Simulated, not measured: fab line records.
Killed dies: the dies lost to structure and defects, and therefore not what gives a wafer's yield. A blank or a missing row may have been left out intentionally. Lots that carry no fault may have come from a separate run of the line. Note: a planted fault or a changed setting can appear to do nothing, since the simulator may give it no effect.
The tool behind it: which one? | flow ritCmos | 6 lots, 18 wafers sampled, at 2 steps of a route of 202

WHAT THE GAUGES SHOWED, per wafer
RIT_WELLDRIVE_RS_MEAS_01: the measuring method here is four-point-probe.
lot  | measured    | on           | NWELL_RS (ohm/sq)
L712 | day 2 11:20 | filmMetro-02 | 273.3 273.7 274.5
L717 | day 3 14:08 | filmMetro-01 | 321.1 321.3 321.4
L724 | day 4 23:24 | filmMetro-01 | 274.7 275.1 275.8
L726 | day 5 08:13 | filmMetro-02 | 275.2 275.7 276.3
L731 | day 6 10:34 | filmMetro-02 | 276.4 276.1 275.3
L733 | day 6 19:21 | filmMetro-02 | 275.2 275.1 275.2

WHICH TOOL RAN EACH LOT (tool, then ch and the chambers of the sampled wafers, then the start)
lot  | RIT_WELLDRIVE_ANNEAL_00
L712 | furnace-03 ch 0, day 2 06:16
L717 | furnace-01 ch 0, day 3 09:03
L724 | furnace-03 ch 0, day 4 18:16
L726 | furnace-04 ch 0, day 5 03:08
L731 | furnace-04 ch 0, day 6 05:29
L733 | furnace-04 ch 0, day 6 14:15
- RIT_WELLDRIVE_ANNEAL_00: time 14700 s.

THE ANSWER, worked out from the rows above alone
Rule: usual is defined by the lots themselves. The widest of any qualifying gaps counts: lots, ordered by their means at a reading, are off when they make up no more than a third of the lots, leave a main group of 4 or more, and stand apart from it by 3 or more times the standard deviation of that group's means. The tables above print the reading to a certain number of digits; a main group whose means all agree to those digits is not used. Also off: a lot with no number at a reading for which 4 or more lots have one. All remaining lots with rows at the step are treated as sound.
Off: L717, seen at RIT_WELLDRIVE_RS_MEAS_01 (NWELL_RS). Mean 275.2 ohm/sq and standard deviation 0.73 in the main group.
A tool fits if, at a process step before that reading, it ran every lot that is off, and no sound lot after the first of them. Those tools and the gauges at RIT_WELLDRIVE_RS_MEAS_01 are tried in the same way. One candidate fits, namely furnace-01 at RIT_WELLDRIVE_ANNEAL_00. It ran no sound lot before its first lot that is off in this sample, so the start can't be narrowed down.

WHAT THE SIMULATOR HAD PUT IN
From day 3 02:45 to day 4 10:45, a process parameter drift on furnace-01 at RIT_WELLDRIVE_ANNEAL_00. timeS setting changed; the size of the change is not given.
Shown lots that were struck: L717. Same finding as the rule above.
